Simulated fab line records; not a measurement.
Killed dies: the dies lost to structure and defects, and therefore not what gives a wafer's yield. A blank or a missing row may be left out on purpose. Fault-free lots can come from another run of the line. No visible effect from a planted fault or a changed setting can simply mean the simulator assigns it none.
Problem report in the 8D (eight disciplines) form, filled by code + flow berkeley cmos170 + the parts of the form that need people (team, actions taken, sign-off) are left out

## 1. WHAT WENT WRONG
Wafers free of any fault read 1000 (standard deviation 6.7) for PLDD_TW at UCB170_PLDD_TW_MEAS_11, against a mean of 959 on 6 wafers of 2 lots. That is -6.1 standard deviations from the usual mean.
Earliest sighting: wafer L459.1 on film metro-03 at day 9 00:41. The record has a number at this step for 42 wafers belonging to 14 lots. The rule behind "out" and "out of limits": a value lying over 4 standard deviations away from the usual mean. The rest of the wafers with a number are treated as sound.

## 2. WHAT IT IS AND WHAT IT IS NOT
| question                    | is                     | is not                                                                                                                          |
|-----------------------------|------------------------|---------------------------------------------------------------------------------------------------------------------------------|
| which readings at this step | PLDD_TW                | -                                                                                                                               |
| which lots                  | L459, L462             | L456, L463, L466, L469, L471, L472, L473, L475, L476, L477, L478, L479                                                          |
| which wafers of those lots  | all that have a number | -                                                                                                                               |
| read on which gauges        | film metro-03          | film metro-01, film metro-02                                                                                                    |
| when                        | from day 9 00:41       | up to then (3 sound wafers); but 33 sound wafers of L463, L466, L469, L471, L472, L473, L475, L476, L477, L478, L479 came after |

## 3. WHAT RULES OUT EACH SUSPECT
Counting: any tool at a process step up to the reading is kept as a suspect provided that every lot that is out went through it and no sound lot did after the first of them.
- the gauge at UCB170_PLDD_TW_MEAS_11 has been ruled out. All the wafers that are out were read on film metro-03, but those of them that UCB170_PLDD_IMPLANT_09 has rows for are out there too, on other tools.
- rie diel-01 at UCB170_ACTIVE_ETCH_15 (etches Si3N4 in CH3F/Ar/O2, stops on SiO2, target depth 242 nm, time 151 s): ruled out as a lasting fault. The sound lots L466, L472, L477, L478 went through it after L459, its earliest lot that is out (day 5 12:06).
- implanter-04 at UCB170_PLDD_IMPLANT_09: ruled out as a lasting fault. The sound lots L473, L477, L478 went through it after L459, its earliest lot that is out (day 9 00:26).
Left after counting: nothing in the record.

## 4. THE CAUSE (what the simulator had put in)
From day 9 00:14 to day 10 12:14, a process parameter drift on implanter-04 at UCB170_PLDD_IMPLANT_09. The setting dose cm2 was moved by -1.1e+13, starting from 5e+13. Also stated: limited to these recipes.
It was ruled out by counting, in error; the rule expects a fault to strike all lots run on its tool from its start on, and this fault did not.

## 5. THE CHAIN OF EFFECTS, in route order
One row per reading whose mean, taken over the struck wafers that have a number, lies over 3 standard deviations from the usual. Only readings whose record carries a usual standard deviation are examined. hours: median over the lots of the time between each lot's start at the first step of this table that gives one and its start at this step. sigmas: the change, counted in usual standard deviations.
| hours | step                       | reading            | usual         | on struck wafers | change     | sigmas      |
|-------|----------------------------|--------------------|---------------|------------------|------------|-------------|
| 0     | UCB170_PLDD_IMPLANT_09     | dose ions cm2      | 4.999e+13     | 3.902e+13        | -1.098e+13 | -99 or more |
| 0     | UCB170_PLDD_IMPLANT_09     | faraday current uA | 158           | 122              | -36        | -12         |
| 0     | UCB170_PLDD_TW_MEAS_11     | PLDD_TW            | 1000          | 959              | -41        | -6.1        |
| 19    | UCB170_SDANNEAL_RS_MEAS_04 | PLDD_RS            | 1032.0 ohm/sq | 1130.4           | +98.4      | +35         |
It contains these process steps:
- UCB170_PLDD_IMPLANT_09

## 6. WHAT WOULD HAVE CAUGHT IT SOONER
The first out-of-limits reading at a measuring or inspecting step in this record came at day 9 00:41, 0 hours after the fault's start at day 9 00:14.
The tool's own readings at UCB170_PLDD_IMPLANT_09 were out on every struck wafer that the step has a row for (dose ions cm2, faraday current uA): an alarm limit on them would have fired on the first of those.
